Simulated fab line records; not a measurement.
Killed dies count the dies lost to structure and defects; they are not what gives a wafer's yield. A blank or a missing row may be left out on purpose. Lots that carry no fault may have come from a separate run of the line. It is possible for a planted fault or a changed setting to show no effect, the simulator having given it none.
Comparing a struck lot with a sound one :: flow berkeley cmos170 :: 14 steps out of a route of 331
Sound: these wafers, L562.2, L562.3, L562.6. The struck wafers were L570.2, L570.3, L570.6. The cause is named last.
At each step with rows: each side's tool, then ch and its chambers, then its first start. Under that, the readings that differ: sound wafers :: struck wafers :: difference of the means :: sigmas: that difference in standard deviations of wafers without a fault.
alike: readings with means less than 2 such deviations apart, plus words and numbers identical on both sides. not compared: withheld readings, readings lacking a value on some wafer, bounds such as >300 that could conceal the same value, and numbers that have no deviation in the record and whose values overlap.
The two part at a step that has a row with sigmas, a row that says differs or no value, or rows on one side only. When numbers do not overlap yet have no deviation, they are printed without sigmas and do not part them. A reading missing from all wafers of one side parts the sides only when that side holds two or more wafers.

first, 2 steps without rows for these wafers: UCB170_NWELL_PEB_10; UCB170_NWELL_DEVELOP_11 (develop time 45 s).
UCB170_NWELL_OVL_MEAS_12:
  struck on overlay-01, day 4 11:31; sound on overlay-01, day 3 06:13
  alike: NWELL_OVL
UCB170_NWELL_ETCH_13: etches Si3N4 in CH3F/Ar/O2, stops on SiO2, target depth 246.4 nm, time 154 s.
  sound on rie diel-03 ch 0,2,3, day 3 06:15; struck on rie diel-04 ch 1,2,3, day 4 11:33
reading: oes product au (a.u.)
sound: 0.933 0.929 0.939
struck: 0.980 0.961 0.968
difference: +0.036
sigmas: +3
  alike: CH3F_flow_sccm, drypump motor current A, throttle valve pct
  not compared: rf hours counter h
next, for these wafers, 1 step has no rows: UCB170_NWELL_IMPLANT_14.
UCB170_NWELL_STRIP_15: strips in O2.
  sound on plasma asher-04 ch 0,1, day 3 06:30; struck on plasma asher-02 ch 0,1, day 4 11:48
  alike: drypump motor current A, oes product au, strip time to endpoint s
  not compared: rf hours counter h
UCB170_NWELL_TW_MEAS_16:
  struck on film metro-01, day 4 11:55; sound on film metro-01, day 3 06:37
  alike: NWELL_TW
then, 5 steps without rows for these wafers: UCB170_NWELL_CLEAN_17 (cleans in SPM, time 600 s); UCB170_NWELL_WET_ETCH_18 (etches Si3N4 in H3PO4, time 14400 s); UCB170_NWELL_WET_ETCH_19 (etches SiO2 in BOE, time 22 s); UCB170_PWELL_CLEAN_00 (cleans in SPM, time 600 s); UCB170_PWELL_CLEAN_01 (cleans in dHF, time 60 s).
UCB170_PWELL_OXIDATION_02: target thk 26.4 nm, ox time 1260 s.
  sound on furnace-01 ch 0, day 3 14:05; struck on furnace-01, day 4 19:56
  no value came back on the struck wafers for ox temp c (C), ox temp c max, zone power centre pct (%); on the sound wafers ox temp c (C) reads 999.8 999.5 1000.3
then, 1 step without rows for these wafers: UCB170_PWELL_ANNEAL_04 (time 900 s).

## WHERE THEY PART
Earliest at UCB170_NWELL_ETCH_13; latest, in this record, at UCB170_PWELL_OXIDATION_02.

WHY: the cause the simulator had injected
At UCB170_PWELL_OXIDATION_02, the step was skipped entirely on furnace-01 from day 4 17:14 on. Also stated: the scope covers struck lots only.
